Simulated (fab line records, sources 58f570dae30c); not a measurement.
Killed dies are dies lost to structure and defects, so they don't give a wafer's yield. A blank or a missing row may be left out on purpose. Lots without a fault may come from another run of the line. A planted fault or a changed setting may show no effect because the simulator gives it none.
One fault seen from 2 desks | flow berkeley_cmos170 | each desk has only its own numbers; what lay behind them comes last

THE METROLOGY DESK
What the gauges read, lot by lot, whatever tool the lot ran on: means of the sampled wafers that have a number. A lot is out of limits, marked OUT, if its mean lies more than 4 standard deviations from the usual mean; the brackets give that distance.
Columns: A = cd_nm at UCB170_M3_CD_MEAS_15, usual 699.4 nm
lot  | first seen here | A
L676 | day 9 09:22     | 699.0
L675 | day 9 14:23     | 699.8
L677 | day 10 08:43    | 700.2
L678 | day 10 09:25    | 700.6
L679 | day 10 10:00    | 699.8
L683 | day 11 10:58    | 700.9
L688 | day 12 00:49    | 701.1
L687 | day 12 01:01    | 695.9
L689 | day 12 04:36    | 698.8
L690 | day 12 04:53    | 697.6
L685 | day 12 05:10    | 699.4
L691 | day 13 10:04    | 699.7
L693 | day 13 12:05    | 698.2
L697 | day 13 13:29    | 698.4
This desk's finding: nothing out of limits on any of the 14 lots.

THE TOOL OWNER'S DESK: rie_diel-04
The tool's own readings at UCB170_V2_ETCH_14 (etches SiO2 in CHF3/CF4/Ar, stops on Al, target depth 1250 nm, time 291 s): means of the sampled wafers that have a number, for each lot that ran on this tool. A lot is out of limits, marked OUT, if its mean lies more than 4 standard deviations from the usual mean; the brackets give that distance.
Columns: A = CHF3_flow_sccm at UCB170_V2_ETCH_14, usual 44.99 sccm; B = cf4_flow_sccm at UCB170_V2_ETCH_14, usual 15.00 sccm; C = drypump_motor_current_A at UCB170_V2_ETCH_14, usual 5.7 A; D = oes_product_au at UCB170_V2_ETCH_14, usual 0.877 a.u.; E = throttle_valve_pct at UCB170_V2_ETCH_14, usual 6.95 %
lot  | first seen here | A     | B     | C   | D                | E
L678 | day 10 05:22    | 44.98 | 15.04 | 5.7 | 0.880            | 6.91
L687 | day 11 19:57    | 45.04 | 15.02 | 5.7 | 0.823            | 6.96
L685 | day 12 02:26    | 44.89 | 15.02 | 5.7 | 0.811 (-4.4) OUT | 6.95
This desk's finding: out of limits on L685; first on L685, day 12 02:26 (oes_product_au at UCB170_V2_ETCH_14). In limits: L678, L687.

PUT TOGETHER
The tool owner's desk could have raised an alarm at day 12 02:26, on L685.
The metrology desk saw nothing out of limits.
The metrology desk has L685 on record, within its limits.
Of the lots named, all ran UCB170_V2_ETCH_14 on rie_diel-04.

WHAT THE SIMULATOR HAD PUT IN
Process parameter drift: rie_diel-04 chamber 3, from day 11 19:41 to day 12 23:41, at UCB170_V2_ETCH_14. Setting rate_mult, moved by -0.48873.
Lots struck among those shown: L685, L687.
Hours from the fault's start to each desk's first reading out of limits: the tool owner's desk, 7.
